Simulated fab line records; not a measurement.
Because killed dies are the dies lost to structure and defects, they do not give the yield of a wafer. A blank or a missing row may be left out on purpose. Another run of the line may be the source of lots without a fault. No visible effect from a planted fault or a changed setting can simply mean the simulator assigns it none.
Chamber matching :: flow rit cmos :: RIT_GATE_ETCH_19 on rie si-02: 4 sister chambers
The step etches poly-Si in SF6/CHF3/O2, stops on SiO2, time 165 s, target depth 312.5 nm. 14 wafers are shown with their chamber, then 7 later ones without.

== WAFERS PAIRED WITH THEIR CHAMBERS ==
wafer: L762.2
chamber: 0
throttle valve pct (%): 10.17
drypump motor current A (A): 5.8
he backside leak sccm (sccm): 2.5

wafer: L762.4
chamber: 3
throttle valve pct (%): 10.24
drypump motor current A (A): 5.9
he backside leak sccm (sccm): 2.9

wafer: L762.6
chamber: 0
throttle valve pct (%): 10.17
drypump motor current A (A): 5.9
he backside leak sccm (sccm): 2.6

wafer: L764.3
chamber: 2
throttle valve pct (%): 10.22
drypump motor current A (A): 6.4
he backside leak sccm (sccm): 2.3

wafer: L764.4
chamber: 0
throttle valve pct (%): 10.18
drypump motor current A (A): 5.8
he backside leak sccm (sccm): 2.8

wafer: L764.6
chamber: 0
throttle valve pct (%): 10.18
drypump motor current A (A): 5.8
he backside leak sccm (sccm): 2.8

wafer: L768.2
chamber: 2
throttle valve pct (%): 10.24
drypump motor current A (A): 6.4
he backside leak sccm (sccm): 2.4

wafer: L768.3
chamber: 0
throttle valve pct (%): 10.17
drypump motor current A (A): 5.8
he backside leak sccm (sccm): 2.5

wafer: L768.6
chamber: 0
throttle valve pct (%): 10.17
drypump motor current A (A): 5.8
he backside leak sccm (sccm): 2.6

wafer: L770.3
chamber: 2
throttle valve pct (%): 10.23
drypump motor current A (A): 6.4
he backside leak sccm (sccm): 2.3

wafer: L770.5
chamber: 1
throttle valve pct (%): 10.39
drypump motor current A (A): 5.8
he backside leak sccm (sccm): 2.7

wafer: L770.6
chamber: 2
throttle valve pct (%): 10.23
drypump motor current A (A): 6.4
he backside leak sccm (sccm): 2.4

wafer: L772.3
chamber: 0
throttle valve pct (%): 10.18
drypump motor current A (A): 5.9
he backside leak sccm (sccm): 2.6

wafer: L772.5
chamber: 2
throttle valve pct (%): 10.22
drypump motor current A (A): 6.4
he backside leak sccm (sccm): 2.4

SIGNATURES (averages over the wafers above)
reading: throttle valve pct
chamber 0: 10.1743
chamber 1: 10.3900
chamber 2: 10.2280
chamber 3: 10.2400
scatter within a chamber: 0.00672

reading: drypump motor current A
chamber 0: 5.829
chamber 1: 5.800
chamber 2: 6.400
chamber 3: 5.900
scatter within a chamber: 0.0378

reading: he backside leak sccm
chamber 0: 2.629
chamber 1: 2.700
chamber 2: 2.360
chamber 3: 2.900
scatter within a chamber: 0.103
Rule: distance of a wafer from a chamber = root of the sum over the readings of ((wafer's reading minus chamber's mean) / reading's scatter) squared. The wafer belongs to the nearest chamber; if the next one is less than 2 further off, it can't be placed. The scatter: the root of (the sum of the squares of (reading less its chamber's mean) over the shown wafers, divided by (wafers less chambers)).

== WAFERS MISSING THEIR CHAMBER ==
wafer: L772.6
throttle valve pct (%): 10.17
drypump motor current A (A): 5.8
he backside leak sccm (sccm): 2.5

wafer: L776.2
throttle valve pct (%): 10.17
drypump motor current A (A): 5.8
he backside leak sccm (sccm): 2.6

wafer: L776.3
throttle valve pct (%): 10.38
drypump motor current A (A): 5.8
he backside leak sccm (sccm): 2.8

wafer: L776.5
throttle valve pct (%): 10.37
drypump motor current A (A): 5.8
he backside leak sccm (sccm): 2.7

wafer: L778.3
throttle valve pct (%): 10.23
drypump motor current A (A): 6.4
he backside leak sccm (sccm): 2.4

wafer: L778.5
throttle valve pct (%): 10.23
drypump motor current A (A): 5.9
he backside leak sccm (sccm): 2.7

wafer: L778.6
throttle valve pct (%): 10.18
drypump motor current A (A): 5.8
he backside leak sccm (sccm): 2.7

== THE CHAMBER EACH PASSED THROUGH ==
wafer: L772.6
from the rows above: 0
in truth: 0

wafer: L776.2
from the rows above: 0
in truth: 0

wafer: L776.3
from the rows above: 1
in truth: 1

wafer: L776.5
from the rows above: 1
in truth: 1

wafer: L778.3
from the rows above: 2
in truth: 2

wafer: L778.5
from the rows above: 3
in truth: 3

wafer: L778.6
from the rows above: 0
in truth: 0
7 of 7 placed correctly. Can't be placed from these rows: 0. 0 placed wrongly.
